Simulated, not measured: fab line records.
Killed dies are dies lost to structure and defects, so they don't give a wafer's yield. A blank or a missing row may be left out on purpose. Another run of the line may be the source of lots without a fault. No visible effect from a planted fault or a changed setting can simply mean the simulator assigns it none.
Struck lot and sound lot, side by side ; flow rit cmos ; 29 steps out of a route of 202
Sound: these wafers, L478.1, L478.3, L478.4. Wafers L472.3, L472.4, L472.6 were the ones struck. At the end, the cause is stated.
Per side, at each step with rows, come the tool, then ch with its chambers, and then its first start. Under that, the readings that differ: sound wafers ; struck wafers ; difference of the means ; sigmas: that difference in standard deviations of wafers without a fault.
alike: readings whose means differ by less than 2 such deviations, and words and numbers that are the same on both sides. not compared: withheld readings, readings that some wafer has no value for, bounds like >300 that may hide the same value, and numbers for which the record gives no deviation and whose values overlap.
A row with sigmas, a row that says differs or no value, or rows on one side alone: a step with any of these is where the two part. Numbers that don't overlap but have no deviation are shown without sigmas and don't part them. A reading missing from all wafers of one side parts the sides only when that side holds two or more wafers.

RIT_FOX2_THK_MEAS_01:
  sound: film metro-01 at day 5 13:04; struck: film metro-04 at day 4 06:29
  alike: FOX2_OXIDE_THK
then, 2 steps without rows for these wafers: RIT_FOX2_CLEAN_02 (cleans in dHF, time 180 s); RIT_FOX2_WET_ETCH_03 (etches Si3N4 in H3PO4, target depth 195 nm, time 2700 s).
RIT_FOX2_THK_MEAS_90:
  sound: film metro-01 at day 5 14:00; struck: film metro-04 at day 4 07:22
  alike: FIELD_OXIDE_LEFT_1_THK
then, 6 steps without rows for these wafers: RIT_NWELL_HMDS_00 (prime time 60 s); RIT_NWELL_COAT_01 (resist thk 1300 nm); RIT_NWELL_SOFTBAKE_02 (time 60 s); RIT_NWELL_EXPOSE_03 (exposes mask M2, target cd 43900 nm); RIT_NWELL_PEB_04; RIT_NWELL_DEVELOP_05 (develop time 68 s).
RIT_NWELL_OVL_MEAS_06:
  sound: overlay-01 at day 5 14:56; struck: overlay-01 at day 4 08:29
  alike: NWELL_OVL
then, 1 step without rows for these wafers: RIT_NWELL_HARDBAKE_07 (time 120 s).
RIT_NWELL_IMPLANT_08:
  sound on implanter-03 ch 0, day 5 15:14; struck on implanter-02 ch 0, day 4 08:49
reading;sound;struck;difference;sigmas
dose ions cm2;4.996e+13 4.993e+13 5e+13;5.795e+13 5.802e+13 5.797e+13;+8.017e+12;+99 or more
faraday current uA;161 150 161;183 180 190;+27;+8
  alike: beam on s
RIT_NWELL_STRIP_09: strips in O2, time 180 s.
  sound on plasma asher-04 ch 0,1, day 5 15:23; struck on plasma asher-01 ch 0,1, day 4 08:58
  alike: drypump motor current A
  not compared: rf hours counter h
RIT_NWELL_TW_MEAS_10:
  sound: film metro-01 at day 5 15:34; struck: film metro-03 at day 4 09:20
reading;sound;struck;difference;sigmas
NWELL_TW;2136 2118 2120;2248 2246 2238;+119;+11
  not compared: hold
then, 5 steps without rows for these wafers: RIT_PWELL_COAT_01 (resist thk 1300 nm); RIT_PWELL_SOFTBAKE_02 (time 60 s); RIT_PWELL_EXPOSE_03 (exposes mask M3, target cd 43700 nm); RIT_PWELL_PEB_04; RIT_PWELL_DEVELOP_05 (develop time 68 s).
RIT_PWELL_OVL_MEAS_06:
  sound: overlay-02 at day 5 16:30; struck: overlay-01 at day 4 12:32
  alike: PWELL_OVL
then, 2 steps without rows for these wafers: RIT_PWELL_HARDBAKE_07 (time 120 s); RIT_PWELL_IMPLANT_08.
RIT_PWELL_STRIP_09: strips in O2, time 180 s.
  sound on plasma asher-04 ch 0,1, day 5 16:56; struck on plasma asher-02 ch 0,1, day 4 13:16
  alike: drypump motor current A
  not compared: rf hours counter h
RIT_PWELL_TW_MEAS_10:
  sound: film metro-01 at day 5 17:07; struck: film metro-04 at day 4 13:25
  alike: PWELL_TW
then, 1 step without rows for these wafers: RIT_WELLDRIVE_ANNEAL_00 (time 14700 s).
RIT_WELLDRIVE_RS_MEAS_01: uses a four-point probe to measure.
  sound: film metro-01 at day 5 22:15; struck: film metro-03 at day 4 19:50
reading;sound;struck;difference;sigmas
NWELL_RS (ohm/sq);275.7 276.5 276.0;252.8 252.3 252.0;-23.7;-34
  not compared: hold
RIT_WELLDRIVE_RS_MEAS_02: uses a four-point probe to measure.
  sound: film metro-01 at day 5 22:22; struck: film metro-03 at day 4 21:50
reading;sound;struck;difference;sigmas
hold;- - -;await dispo/1.9h/release await dispo/1.9h/release await dispo/1.9h/release;no value on the sound wafers;
  alike: PWELL_RS
RIT_M1_PROBE_99:
  the record holds rows for the sound wafers here (prober-01, day 7 04:20) but none for the struck ones

== WHERE THEY PART ==
Earliest at RIT_NWELL_IMPLANT_08; latest, in this record, at RIT_M1_PROBE_99.

WHY: whatever the simulator had introduced
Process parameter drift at RIT_NWELL_IMPLANT_08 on implanter-02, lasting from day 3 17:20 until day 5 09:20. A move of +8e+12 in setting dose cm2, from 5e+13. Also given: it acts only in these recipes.
